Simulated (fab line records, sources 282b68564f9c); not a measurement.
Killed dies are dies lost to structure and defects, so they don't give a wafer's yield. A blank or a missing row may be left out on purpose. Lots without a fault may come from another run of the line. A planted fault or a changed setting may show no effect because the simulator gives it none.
fab line records | flow rit_cmos
record lots=14 wafers=42 last_day=7
route steps=202 shown PLDD@159 CONTACT@168 M1@186
lots that met no fault: from a run of the same line without faults
start_h: hours from the record's first day to the start of the lot's first wafer shown | wait_h: hours since the lot's step before | " the same as in the row above | L1.1+2: a row that stands for several wafers | - no value, or no start given | * or withheld: withheld | < > ~ a bound
route shown NAME@n: a module of which the file shows steps, and the number in the route of the first | usual: mean/standard deviation of fault-free wafers | same: alike in all rows | chamber/n: place in a boat | sites: the reading at each site | _std_site: their standard deviation | _edge_site: outer sites' mean less inner sites' | radius_mm: how far each site lies from the wafer's centre | mask NAME#n: copy n | behind: the tool/chamber that last shaped the wafer | hold: why the lot was held/for how many hours/how that ended | device: the transistor (n, p or np) that didn't switch | end of line: the same wafers' tests at the end of the route | a step without rows: its recipe alone | killed: dies lost to structure and defects at the first sort, not the wafer's yield | map: a wafer's dies, x killed, . not, _ none there
set.NAME: the setting as run; set.NAME@STEP: as run at that earlier step | model.NAME: the simulator's own value behind a step, which no gauge read
steps of the route over a sample of lots; a table a step, a row a wafer
services: from which hour (start_h, from the record's first day; less than 0 if before it) a tool's chamber was out of use, for how many hours, and why
## steps
# step RIT_SDANNEAL_RS_MEAS_06
# recipe thk_meas_gauge=four-point-probe
# usual PLDD_RS=178.6/0.56
# columns lot.wafer tool chamber start_h wait_h PLDD_RS[ohm/sq]
L152.3 film_metro-01 - 54.27 0.1 178.9
L152.4 " - " " 178.8
L152.6 " - " " 178.7
L153.2 film_metro-04 - 60.15 0.1 177.6
L153.3 " - " " 178.0
L153.6 " - " " 177.9
L154.1 film_metro-01 - 65.52 0.1 177.9
L154.3 " - " " 177.8
L154.6 " - " " 178.1
L155.3 film_metro-04 - 74.24 0.1 178.8
L155.4 " - " " 178.6
L155.5 " - " " 178.9
L156.1 film_metro-04 - 75.33 0.1 178.9
L156.2 " - " " 179.3
L156.5 " - " " 178.3
L159.1 film_metro-04 - 91.23 0.1 179.6
L159.5 " - " " 179.2
L159.6 " - " " 179.0
L160.2 film_metro-01 - 95.39 0.1 178.7
L160.5 " - " " 178.3
L160.6 " - " " 178.6
L161.3 film_metro-04 - 99.33 0.1 179.1
L161.4 " - " " 178.9
L161.6 " - " " 179.2
L163.1 film_metro-04 - 108.56 0.1 179.1
L163.2 " - " " 178.8
L163.4 " - " " 178.8
L164.1 film_metro-04 - 116.92 0.1 178.9
L164.2 " - " " 179.4
L164.5 " - " " 178.4
L165.2 film_metro-01 - 119.33 0.1 179.2
L165.3 " - " " 179.1
L165.5 " - " " 179.1
L168.1 film_metro-02 - 138.12 0.1 178.1
L168.2 " - " " 177.9
L168.3 " - " " 178.2
L169.1 film_metro-04 - 143.99 0.1 178.6
L169.2 " - " " 178.8
L169.4 " - " " 178.7
L173.2 film_metro-01 - 162.72 0.1 177.1
L173.4 " - " " 177.4
L173.5 " - " " 177.8
# step RIT_CONTACT_CVD_00
# recipe material=SiO2 target_thk_nm=400 precursor=TEOS temp_c=390 time_s=62.35 rf_w=400
# usual heater_power_w=318/53
# columns lot.wafer tool chamber start_h wait_h heater_power_w
L152.3 pecvd-02 1 54.99 0.0 430
L152.4 " 1 " " 447
L152.6 " 0 " " 294
L153.2 pecvd-04 0 60.89 0.0 298
L153.3 " 2 " " 326
L153.6 " 0 " " 311
L154.1 pecvd-01 0 66.28 0.1 312
L154.3 " 2 " " 323
L154.6 " 2 " " 334
L155.3 pecvd-02 0 74.96 0.0 219
L155.4 " 1 " " 360
L155.5 " 2 " " 299
L156.1 pecvd-04 1 76.15 0.1 266
L156.2 " 2 " " 372
L156.5 " 2 " " 387
L159.1 pecvd-04 1 92.00 0.1 326
L159.5 " 1 " " 332
L159.6 " 2 " " 320
L160.2 pecvd-01 2 96.14 0.0 294
L160.5 " 0 " " 402
L160.6 " 1 " " 220
L161.3 pecvd-02 1 100.07 0.1 332
L161.4 " 2 " " 287
L161.6 " 1 " " 357
L163.1 pecvd-01 0 109.33 0.1 382
L163.2 " 2 " " 309
L163.4 " 2 " " 318
L164.1 pecvd-02 1 117.68 0.1 417
L164.2 " 2 " " 323
L164.5 " 1 " " 423
L165.2 pecvd-04 2 120.08 0.0 384
L165.3 " 0 " " 333
L165.5 " 0 " " 346
L168.1 pecvd-04 2 138.88 0.1 308
L168.2 " 0 " " 269
L168.3 " 1 " " 306
L169.1 pecvd-01 2 144.75 0.1 321
L169.2 " 0 " " 409
L169.4 " 0 " " 299
L173.2 pecvd-02 1 163.45 0.0 407
L173.4 " 0 " " 211
L173.5 " 2 " " 337
# step RIT_M1_THK_MEAS_02
# recipe thk_meas_gauge=xrf reads=Al_of_M1_SPUTTER_00
# usual M1_AL_THK=398/4.8
# columns lot.wafer tool chamber start_h wait_h M1_AL_THK[nm]
L152.3 film_metro-01 - 57.77 0.1 398
L152.4 " - " " 397
L152.6 " - " " 400
L153.2 film_metro-04 - 63.59 0.1 393
L153.3 " - " " 389
L153.6 " - " " 393
L154.1 film_metro-04 - 69.06 0.1 399
L154.3 " - " " 400
L154.6 " - " " 403
L155.3 film_metro-04 - 77.63 0.1 402
L155.4 " - " " 401
L155.5 " - " " 401
L156.1 film_metro-02 - 78.92 0.1 395
L156.2 " - " " 400
L156.5 " - " " 405
L159.1 film_metro-01 - 94.81 0.1 402
L159.5 " - " " 396
L159.6 " - " " 401
L160.2 film_metro-02 - 98.96 0.1 400
L160.5 " - " " 402
L160.6 " - " " 407
L161.3 film_metro-02 - 102.75 0.1 395
L161.4 " - " " 397
L161.6 " - " " 401
L163.1 film_metro-01 - 112.18 0.1 399
L163.2 " - " " 397
L163.4 " - " " 395
L164.1 film_metro-04 - 120.44 0.1 397
L164.2 " - " " 395
L164.5 " - " " 395
L165.2 film_metro-02 - 122.96 0.1 402
L165.3 " - " " 406
L165.5 " - " " 399
L168.1 film_metro-01 - 141.51 0.1 396
L168.2 " - " " 392
L168.3 " - " " 395
L169.1 film_metro-01 - 147.39 0.1 397
L169.2 " - " " 390
L169.4 " - " " 391
L173.2 film_metro-02 - 166.52 0.1 400
L173.4 " - " " 397
L173.5 " - " " 399
# step RIT_M1_OVL_MEAS_10
# usual M1_OVL=-1.3/1.7
# columns lot.wafer tool chamber start_h wait_h M1_OVL[nm]
L152.3 overlay-02 - 58.82 0.1 0.2
L152.4 " - " " 2.4
L152.6 " - " " 0.6
L153.2 overlay-02 - 64.71 0.1 -1.2
L153.3 " - " " -1.7
L153.6 " - " " -1.7
L154.1 overlay-02 - 70.12 0.1 1.3
L154.3 " - " " 2.4
L154.6 " - " " -0.6
L155.3 overlay-02 - 78.85 0.1 -1.0
L155.4 " - " " -1.9
L155.5 " - " " -1.4
L156.1 overlay-01 - 80.06 0.1 -0.6
L156.2 " - " " -1.7
L156.5 " - " " 0.5
L159.1 overlay-02 - 95.98 0.1 -4.9
L159.5 " - " " -2.5
L159.6 " - " " -3.2
L160.2 overlay-01 - 100.26 0.1 -0.1
L160.5 " - " " 0.6
L160.6 " - " " -2.4
L161.3 overlay-02 - 103.80 0.1 -0.3
L161.4 " - " " -3.4
L161.6 " - " " -3.0
L163.1 overlay-01 - 113.24 0.1 -0.1
L163.2 " - " " 0.5
L163.4 " - " " -2.9
L164.1 overlay-01 - 121.63 0.1 1.3
L164.2 " - " " -2.8
L164.5 " - " " 1.7
L165.2 overlay-01 - 124.01 0.1 -0.5
L165.3 " - " " -0.8
L165.5 " - " " -1.5
L168.1 overlay-01 - 142.89 0.1 -0.9
L168.2 " - " " -1.5
L168.3 " - " " 1.3
L169.1 overlay-01 - 148.45 0.1 -4.0
L169.2 " - " " -2.7
L169.4 " - " " -2.0
L173.2 overlay-01 - 167.71 0.1 -1.3
L173.4 " - " " -1.3
L173.5 " - " " -6.5
# step RIT_M1_PROBE_99
# usual killed_at_contacts=0.1/0.34 killed_at_front_end=7/3 killed_dies=7/3.1 killed_open=3.4/1.9 killed_short=3.4/2.1
# same gross_dies=264 killed_at_M0_to_M3=0 killed_at_M4_up=0 killed_at_back_side=0 killed_at_other=0
# columns lot.wafer tool chamber start_h wait_h killed_at_contacts killed_at_front_end killed_dies killed_open killed_short
L152.3 prober-01 - 61.46 0.2 0 14 14 7 7
L152.4 prober-01 - 61.51 0.2 0 5 5 3 2
L152.6 prober-01 - 61.61 0.2 0 7 7 4 3
L153.2 prober-02 - 68.62 0.1 0 5 5 1 4
L153.3 prober-02 - 68.67 0.2 1 10 11 6 5
L153.6 prober-02 - 68.82 0.2 0 11 11 6 5
L154.1 prober-01 - 73.67 0.1 0 6 6 2 4
L154.3 prober-01 - 73.77 0.2 0 4 4 2 2
L154.6 prober-01 - 73.92 0.2 0 7 7 5 2
L155.3 prober-02 - 81.48 0.2 0 9 9 5 4
L155.4 prober-02 - 81.53 0.2 0 8 8 4 4
L155.5 prober-02 - 81.58 0.2 0 10 10 6 4
L156.1 prober-01 - 82.88 0.1 0 7 7 5 2
L156.2 prober-01 - 82.93 0.1 0 4 4 2 2
L156.5 prober-01 - 83.08 0.2 0 4 4 3 1
L159.1 prober-02 - 98.60 0.1 0 8 8 4 4
L159.5 prober-02 - 98.80 0.2 0 9 9 7 2
L159.6 prober-02 - 98.85 0.2 2 15 17 9 8
L160.2 prober-01 - 102.94 0.1 0 7 7 2 5
L160.5 prober-01 - 103.09 0.2 1 9 10 3 7
L160.6 prober-01 - 103.14 0.2 0 11 11 3 8
L161.3 prober-02 - 106.42 0.2 0 7 7 3 4
L161.4 prober-02 - 106.47 0.2 0 7 7 5 2
L161.6 prober-02 - 106.57 0.2 0 2 2 1 1
L163.1 prober-02 - 116.79 0.1 0 4 4 2 2
L163.2 prober-02 - 116.84 0.1 0 8 8 4 4
L163.4 prober-02 - 116.94 0.2 0 6 6 3 3
L164.1 prober-01 - 126.11 0.1 0 4 4 2 2
L164.2 prober-01 - 126.16 0.1 0 2 2 1 1
L164.5 prober-01 - 126.31 0.2 0 4 4 2 2
L165.2 prober-02 - 129.91 0.1 0 2 2 1 1
L165.3 prober-02 - 129.96 0.2 45 1 46 0 0
L165.5 prober-02 - 130.06 0.2 38 13 51 4 9
L168.1 prober-01 - 146.21 0.1 0 7 7 5 2
L168.2 prober-01 - 146.26 0.1 38 4 42 4 0
L168.3 prober-01 - 146.31 0.2 0 12 12 5 7
L169.1 prober-01 - 151.17 0.1 1 5 6 6 0
L169.2 prober-01 - 151.22 0.1 0 7 7 3 4
L169.4 prober-01 - 151.32 0.2 1 11 12 6 5
L173.2 prober-01 - 171.03 0.1 1 7 8 4 4
L173.4 prober-01 - 171.13 0.2 0 8 8 6 2
L173.5 prober-01 - 171.18 0.2 0 16 16 10 6
# killed by level:class
L152.3 FOX1:geometric_particle:short=4 FOX1:geometric_particle:open=3 GATE:geometric_particle:open=3 GATE:geometric_particle:short=3 SPACER:geometric_particle:open=1
L152.4 GATE:geometric_particle:open=2 REOX:geometric_particle:short=1 SPACER:geometric_particle:open=1 SILICIDE:geometric_particle:short=1
L152.6 GATE:geometric_particle:short=2 SPACER:geometric_particle:open=2 FOX1:geometric_particle:open=1 GATE:geometric_particle:open=1 SILICIDE:geometric_particle:short=1
L153.2 SPACER:geometric_particle:short=2 FOX1:geometric_particle:short=1 GATE:geometric_particle:short=1 SILICIDE:geometric_particle:open=1
L153.3 SPACER:geometric_particle:short=3 FOX1:geometric_particle:open=2 GATE:geometric_particle:short=2 GATE:geometric_particle:open=2 REOX:geometric_particle:open=1 CONTACT:geometric_particle:open=1
L153.6 FOX1:geometric_particle:open=3 GATE:geometric_particle:short=3 REOX:geometric_particle:open=2 GATE:geometric_particle:open=1 REOX:geometric_particle:short=1 SILICIDE:geometric_particle:short=1
L154.1 GATE:geometric_particle:short=2 REOX:geometric_particle:short=2 GATE:geometric_particle:open=1 SPACER:geometric_particle:open=1
L154.3 REOX:geometric_particle:open=2 FOX1:geometric_particle:short=1 REOX:geometric_particle:short=1
L154.6 GATE:geometric_particle:open=2 FOX1:geometric_particle:open=1 FOX2:geometric_particle:short=1 FOX2:geometric_particle:open=1 GATE:geometric_particle:short=1 SPACER:geometric_particle:open=1
L155.3 GATE:geometric_particle:short=2 GATE:geometric_particle:open=2 SILICIDE:geometric_particle:open=2 FOX1:geometric_particle:short=1 FOX1:geometric_particle:open=1 FOX2:geometric_particle:short=1
L155.4 FOX1:geometric_particle:short=2 FOX1:geometric_particle:open=2 FOX2:geometric_particle:short=2 GATE:geometric_particle:open=2
L155.5 FOX2:geometric_particle:open=3 FOX2:geometric_particle:short=2 FOX1:geometric_particle:short=1 FOX1:geometric_particle:open=1 GATE:geometric_particle:open=1 REOX:geometric_particle:short=1 SILICIDE:geometric_particle:open=1
L156.1 REOX:geometric_particle:short=2 FOX1:geometric_particle:open=1 GATE:geometric_particle:open=1 REOX:geometric_particle:open=1 SPACER:geometric_particle:open=1 SILICIDE:geometric_particle:open=1
L156.2 FOX1:geometric_particle:open=1 FOX2:geometric_particle:short=1 GATE:geometric_particle:open=1 SPACER:geometric_particle:short=1
L156.5 FOX1:geometric_particle:open=1 FOX1:geometric_particle:short=1 FOX2:geometric_particle:open=1 SPACER:geometric_particle:open=1
L159.1 GATE:geometric_particle:short=3 GATE:geometric_particle:open=1 REOX:geometric_particle:short=1 REOX:geometric_particle:open=1 SPACER:geometric_particle:open=1 SILICIDE:geometric_particle:open=1
L159.5 GATE:geometric_particle:open=3 GATE:geometric_particle:short=2 FOX2:geometric_particle:open=1 REOX:geometric_particle:open=1 SPACER:geometric_particle:open=1 SILICIDE:geometric_particle:open=1
L159.6 GATE:geometric_particle:open=5 GATE:geometric_particle:short=3 SILICIDE:geometric_particle:short=2 FOX1:geometric_particle:open=1 FOX2:geometric_particle:short=1 SPACER:geometric_particle:short=1 SPACER:geometric_particle:open=1 SILICIDE:geometric_particle:open=1
L160.2 GATE:geometric_particle:short=2 GATE:geometric_particle:open=2 SPACER:geometric_particle:short=2 FOX1:geometric_particle:short=1
L160.5 REOX:geometric_particle:short=3 FOX1:geometric_particle:short=1 FOX2:geometric_particle:short=1 GATE:geometric_particle:open=1 GATE:geometric_particle:short=1 SILICIDE:geometric_particle:open=1 SILICIDE:geometric_particle:short=1 CONTACT:geometric_particle:open=1
L160.6 GATE:geometric_particle:short=4 SILICIDE:geometric_particle:short=2 FOX1:geometric_particle:short=1 FOX1:geometric_particle:open=1 GATE:geometric_particle:open=1 REOX:geometric_particle:open=1 REOX:geometric_particle:short=1
L161.3 GATE:geometric_particle:short=2 REOX:geometric_particle:open=2 FOX1:geometric_particle:short=1 GATE:geometric_particle:open=1 SILICIDE:geometric_particle:short=1
L161.4 FOX1:geometric_particle:open=4 FOX1:geometric_particle:short=1 GATE:geometric_particle:open=1 GATE:geometric_particle:short=1
L161.6 FOX1:geometric_particle:open=1 GATE:geometric_particle:short=1
L163.1 FOX1:geometric_particle:open=1 FOX1:geometric_particle:short=1 FOX2:geometric_particle:open=1 GATE:geometric_particle:short=1
L163.2 FOX1:geometric_particle:short=2 GATE:geometric_particle:open=2 GATE:geometric_particle:short=2 FOX1:geometric_particle:open=1 SPACER:geometric_particle:open=1
L163.4 FOX2:geometric_particle:short=1 GATE:geometric_particle:open=1 GATE:geometric_particle:short=1 REOX:geometric_particle:open=1 SILICIDE:geometric_particle:short=1 SILICIDE:geometric_particle:open=1
L164.1 GATE:geometric_particle:open=2 GATE:geometric_particle:short=2
L164.2 FOX1:geometric_particle:open=1 GATE:geometric_particle:short=1
L164.5 FOX1:geometric_particle:open=1 GATE:geometric_particle:short=1 SILICIDE:geometric_particle:short=1 SILICIDE:geometric_particle:open=1
L165.2 GATE:geometric_particle:short=1 GATE:geometric_particle:open=1
L165.3 CONTACT:unspecified=45 GATE:coat_microbubble_printed=1
L165.5 CONTACT:unspecified=38 GATE:geometric_particle:short=3 SPACER:geometric_particle:short=3 FOX1:geometric_particle:short=2 GATE:geometric_particle:open=2 FOX1:geometric_particle:open=1 FOX2:geometric_particle:open=1 SILICIDE:geometric_particle:short=1
L168.1 SPACER:geometric_particle:open=2 SILICIDE:geometric_particle:short=2 SILICIDE:geometric_particle:open=2 GATE:geometric_particle:open=1
L168.2 CONTACT:unspecified=38 GATE:geometric_particle:open=4
L168.3 SILICIDE:geometric_particle:short=4 GATE:geometric_particle:open=3 FOX2:geometric_particle:open=2 GATE:geometric_particle:short=2 SPACER:geometric_particle:short=1
L169.1 GATE:geometric_particle:open=3 FOX1:geometric_particle:open=1 SPACER:geometric_particle:open=1 CONTACT:geometric_particle:open=1
L169.2 FOX1:geometric_particle:open=2 FOX1:geometric_particle:short=2 ACTIVE:geometric_particle:open=1 GATE:geometric_particle:short=1 REOX:geometric_particle:short=1
L169.4 REOX:geometric_particle:open=3 SILICIDE:geometric_particle:short=3 GATE:geometric_particle:open=2 GATE:geometric_particle:short=1 SPACER:geometric_particle:open=1 CONTACT:geometric_particle:short=1 PWELL:coat_microbubble_printed=1
L173.2 FOX1:geometric_particle:short=2 GATE:geometric_particle:short=2 SILICIDE:geometric_particle:open=2 GATE:geometric_particle:open=1 CONTACT:geometric_particle:open=1
L173.4 GATE:geometric_particle:open=6 GATE:geometric_particle:short=1 SILICIDE:geometric_particle:short=1
L173.5 GATE:geometric_particle:open=8 GATE:geometric_particle:short=4 REOX:geometric_particle:short=2 REOX:geometric_particle:open=1 SILICIDE:geometric_particle:open=1
## services
# columns tool chamber start_h hours kind
pecvd-02 2 60.50 3.6 repair
pecvd-02 0 93.11 21.0 repair
pecvd-04 - 135.69 0.4 repair
## key
first_sign step=RIT_M1_PROBE_99 reading=killed_at_contacts direction=up sigmas=40 usual=0.1 struck=40.3
effect step=RIT_M1_PROBE_99 reading=killed_dies direction=up sigmas=13 usual=7 struck=46
met_at RIT_CONTACT_CVD_00
struck_lots L165,L168
struck_wafers L165.3,L165.5,L168.2
tester_left_out L165,L168
not_acting_at RIT_SDANNEAL_RS_MEAS_06,RIT_M1_THK_MEAS_02,RIT_M1_OVL_MEAS_10
onset_between 60.89 120.08
fault kind=chamber_particle_source tool=pecvd-04 chamber=0 onset_h=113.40 steps=RIT_CONTACT_CVD_00 rate_per_visit_cm2=2.1102 end_h=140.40
# tester_left_out: of these lots the tester's yield and bins aren't shown, on N5 and GAA mostly nor the transistor test; their killed dies are dies lost to structure and defects alone, not to doping, threshold or leakage, so they don't give the yield
